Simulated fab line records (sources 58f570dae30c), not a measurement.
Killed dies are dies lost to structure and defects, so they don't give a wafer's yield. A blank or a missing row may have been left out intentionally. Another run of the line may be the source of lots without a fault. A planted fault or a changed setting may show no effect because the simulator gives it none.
Which tool did it? ; flow berkeley_cmos170 ; route of 331 steps, sampled at 1 step: 14 lots, 42 wafers

## WHAT THE GAUGES READ, wafer by wafer
UCB170_NSD_TW_MEAS_10. Usual: NSD_TW 4166, standard deviation 18.
lot;measured;on;NSD_TW;flag
L733;day 8 08:15;film_metro-01;4164 4162 4150;
L736;day 8 08:42;film_metro-02;4160 4155 4171;
L734;day 8 08:51;film_metro-01;4168 4178 4155;
L737;day 8 09:16;film_metro-02;4189 4183 4161;
L735;day 8 09:37;film_metro-02;4164 4165 4170;
L740;day 9 20:22;film_metro-01;4143 4110 4124;
L741;day 9 20:38;film_metro-03;4180 4173 4173;
L739;day 9 20:51;film_metro-02;4164 4158 4130;
L745;day 10 06:20;film_metro-02;4188 4149 4161;
L743;day 10 06:30;film_metro-01;4193 4156 4167;
L744;day 10 06:41;film_metro-03;4182 4167 4143;
L746;day 10 23:46;film_metro-03;4163 4147 4165;
L749;day 12 01:05;film_metro-02;4185 4157 4180;
L752;day 12 08:43;film_metro-02;4150 4171 4178;

## WHICH TOOL RAN EACH LOT (tool, then ch and the chambers of the sampled wafers, then the start)
Before these readings, the record contains no process step.

## WHAT THE TOOLS THEMSELVES READ (means of the sampled wafers that have a number; where no wafer has one, the mark that the record gives instead)
The record holds no such reading with a usual standard deviation.

## THE ANSWER, worked out from the rows above alone
Rule: lot off if the mean of its wafers having a number is beyond 3 standard deviations from the usual mean. Also off: a lot with no number at a reading for which 4 or more lots have one. Where the step has rows for the other lots, those lots are counted as sound. The gauges are gone through in route order, then the tools' own readings, and for those a lot's mean is taken as printed above. The first step at which some lot is off is used, and at that step the reading that is off furthest; a lot without a number counts as furthest.
No lot is off at any reading shown: from this, nothing can be told.

## WHAT WAS PUT IN BY THE SIMULATOR
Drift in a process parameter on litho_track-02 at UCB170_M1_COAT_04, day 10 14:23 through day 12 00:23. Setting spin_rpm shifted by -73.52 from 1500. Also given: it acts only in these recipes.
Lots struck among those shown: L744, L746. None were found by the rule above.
